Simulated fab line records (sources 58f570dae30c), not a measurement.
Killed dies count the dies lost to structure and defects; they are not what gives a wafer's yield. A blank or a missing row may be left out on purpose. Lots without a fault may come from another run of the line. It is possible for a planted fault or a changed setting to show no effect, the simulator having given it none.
Which of the tools did it? -- flow berkeley cmos170 -- Sampling: 14 lots, 42 wafers, 2 of 331 route steps

## WHAT THE GAUGES READ, wafer by wafer
UCB170_PWELL_TW_MEAS_17.
lot,measured,on,PWELL_TW
L272,day 3 05:17,film metro-03,372 372 370
L273,day 3 08:16,film metro-04,380 378 382
L274,day 3 08:38,film metro-04,381 380 380
L276,day 4 01:13,film metro-03,375 373 373
L278,day 4 07:38,film metro-04,377 376 376
L279,day 4 07:49,film metro-03,374 370 373
L277,day 4 08:05,film metro-04,378 377 376
L281,day 5 07:31,film metro-02,375 375 374
L285,day 5 18:14,film metro-03,460 460 460
L286,day 5 22:05,film metro-04,468 469 469
L290,day 6 15:17,film metro-02,377 376 378
L288,day 6 15:28,film metro-03,372 369 371
L293,day 7 09:16,film metro-04,376 376 378
L294,day 7 14:20,film metro-03,375 374 374

## EACH LOT AND THE TOOL THAT RAN IT (in order: tool; ch and the chambers of the sampled wafers; start)
lot,UCB170_PWELL_IMPLANT_15
L272,"implanter-01 ch 0, day 3 05:02"
L273,"implanter-01 ch 0, day 3 08:01"
L274,"implanter-02 ch 0, day 3 08:23"
L276,"implanter-03 ch 0, day 4 00:58"
L278,"implanter-03 ch 0, day 4 07:25"
L279,"implanter-01 ch 0, day 4 07:34"
L277,"implanter-02 ch 0, day 4 07:46"
L281,"implanter-01 ch 0, day 5 07:16"
L285,"implanter-02 ch 0, day 5 17:41"
L286,"implanter-02 ch 0, day 5 21:32"
L290,"implanter-03 ch 0, day 6 15:02"
L288,"implanter-02 ch 0, day 6 15:13"
L293,"implanter-01 ch 0, day 7 09:04"
L294,"implanter-02 ch 0, day 7 14:05"
- UCB170_PWELL_IMPLANT_15

## WHAT THE TOOLS THEMSELVES READ (means of the sampled wafers that have a number; where no wafer has one, the mark that the record gives instead)
The record holds no such reading with a usual standard deviation.

## THE ANSWER, worked out from the rows above alone
Rule: the lots themselves supply what counts as usual. The widest of any qualifying gaps counts: lots, ordered by their means at a reading, are off when they make up no more than a third of the lots, leave a main group of 4 or more, and stand apart from it by 3 or more times the standard deviation of that group's means. Not used: any main group whose means are identical at the precision the tables above print for the reading. A lot without any number at a reading at which 4 lots or more have one is off too. Any other lot the step has rows for is counted as sound. After the gauges, taken in route order, come the tools' own readings; for these a lot's mean is taken, as printed above. At the first step where some lot is off, the reading lying furthest off is the one used; lots without a number count as furthest.
Off: L285, L286, seen at UCB170_PWELL_TW_MEAS_17 (PWELL_TW). The main group has a mean of 375 with a standard deviation of 3.
A tool fits if, at a process step before that reading, it ran every lot that is off, and no sound lot after the first of them. The gauges at UCB170_PWELL_TW_MEAS_17 are tried like those tools. Of those tried, none fits.

## WHAT THE SIMULATOR PUT IN
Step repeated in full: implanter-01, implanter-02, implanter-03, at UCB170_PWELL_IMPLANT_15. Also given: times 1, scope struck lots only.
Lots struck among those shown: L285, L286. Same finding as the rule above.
